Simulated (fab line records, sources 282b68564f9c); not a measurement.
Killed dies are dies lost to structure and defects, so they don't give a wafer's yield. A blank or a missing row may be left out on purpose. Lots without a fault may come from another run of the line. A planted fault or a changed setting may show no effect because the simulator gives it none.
Split-lot experiment | flow rit_cmos | 5 lots, 23 wafers read, on a route of 202 steps

THE SPLIT
At RIT_GATE_CVD_08 (deposits poly-Si from SiH4, target thk 250 nm, time 2220 s), the setting sih4_flow_sccm was moved away from the recipe's 100 sccm on 20 of the 23 wafers read, by -11.7% to +5.6%. The other wafers ran this setting at the recipe's value.

The file shows no step between the split and the reading.

THE READING
GATE_POLY_THK, in nm, at RIT_GATE_THK_MEAS_09. Fault-free wafers of this fab line usually give 249.8 nm, standard deviation 2.2 nm.

wafer  | tool, chamber at the split | sih4_flow_sccm as run, sccm | against the recipe | GATE_POLY_THK, nm | against lot-mates on the recipe
L077.1 | -, -                       | 95.21                       | -4.8%              | 237.2             | no lot-mate on the recipe
L077.2 | -, -                       | 95.21                       | -4.8%              | 236.2             | no lot-mate on the recipe
L077.3 | -, -                       | 95.21                       | -4.8%              | 236.4             | no lot-mate on the recipe
L077.5 | -, -                       | 95.21                       | -4.8%              | 236.8             | no lot-mate on the recipe
L077.6 | -, -                       | 95.21                       | -4.8%              | 236.7             | no lot-mate on the recipe
L080.1 | -, -                       | 105.6                       | +5.6%              | 267.1             | no lot-mate on the recipe
L080.2 | -, -                       | 105.6                       | +5.6%              | 263.7             | no lot-mate on the recipe
L080.3 | -, -                       | 105.6                       | +5.6%              | 263.0             | no lot-mate on the recipe
L080.4 | -, -                       | 105.6                       | +5.6%              | 264.6             | no lot-mate on the recipe
L080.5 | -, -                       | 105.6                       | +5.6%              | 264.8             | no lot-mate on the recipe
L079.1 | -, -                       | 93.14                       | -6.9%              | 236.9             | no lot-mate on the recipe
L079.2 | -, -                       | 93.14                       | -6.9%              | 235.0             | no lot-mate on the recipe
L079.3 | -, -                       | 93.14                       | -6.9%              | 238.0             | no lot-mate on the recipe
L079.4 | -, -                       | 93.14                       | -6.9%              | 239.2             | no lot-mate on the recipe
L079.6 | -, -                       | 93.14                       | -6.9%              | 238.2             | no lot-mate on the recipe
L081.2 | lpcvd-02, 0                | 100                         | recipe             | 248.9             | -
L081.3 | lpcvd-02, 0                | 100                         | recipe             | 248.3             | -
L081.5 | lpcvd-02, 0                | 100                         | recipe             | 250.3             | -
L082.2 | -, -                       | 88.26                       | -11.7%             | 221.9             | no lot-mate on the recipe
L082.3 | -, -                       | 88.26                       | -11.7%             | 220.3             | no lot-mate on the recipe
L082.4 | -, -                       | 88.26                       | -11.7%             | 222.6             | no lot-mate on the recipe
L082.5 | -, -                       | 88.26                       | -11.7%             | 223.5             | no lot-mate on the recipe
L082.6 | -, -                       | 88.26                       | -11.7%             | 222.9             | no lot-mate on the recipe

THE FIT
A straight line over all 23 wafers: GATE_POLY_THK changes by +2.38 nm for each +1% of sih4_flow_sccm; r = +0.99; the points scatter about the line by 2.4 nm.
Too few moved wafers have a lot-mate on the recipe to fit a line with each lot's own level taken away.

THE WHOLE CHAIN: every reading that the file lists as answering this split, in the file's order
step                 | what it does                                               | reading                                                                        | change (the file's fit)              | r (the file's)
RIT_GATE_CVD_08      | deposits poly-Si from SiH4, target thk 250 nm, time 2220 s | poly-Si_of_GATE_CVD_08.thk_nm (the simulator's own value, which no gauge read) | +2.37 nm for each +1% of the setting | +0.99
RIT_GATE_THK_MEAS_09 |                                                            | GATE_POLY_THK                                                                  | +2.38 for each +1% of the setting    | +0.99

THE FILE'S OWN FIT
GATE_POLY_THK changes by +2.38 nm for each +1% of sih4_flow_sccm, r = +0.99.
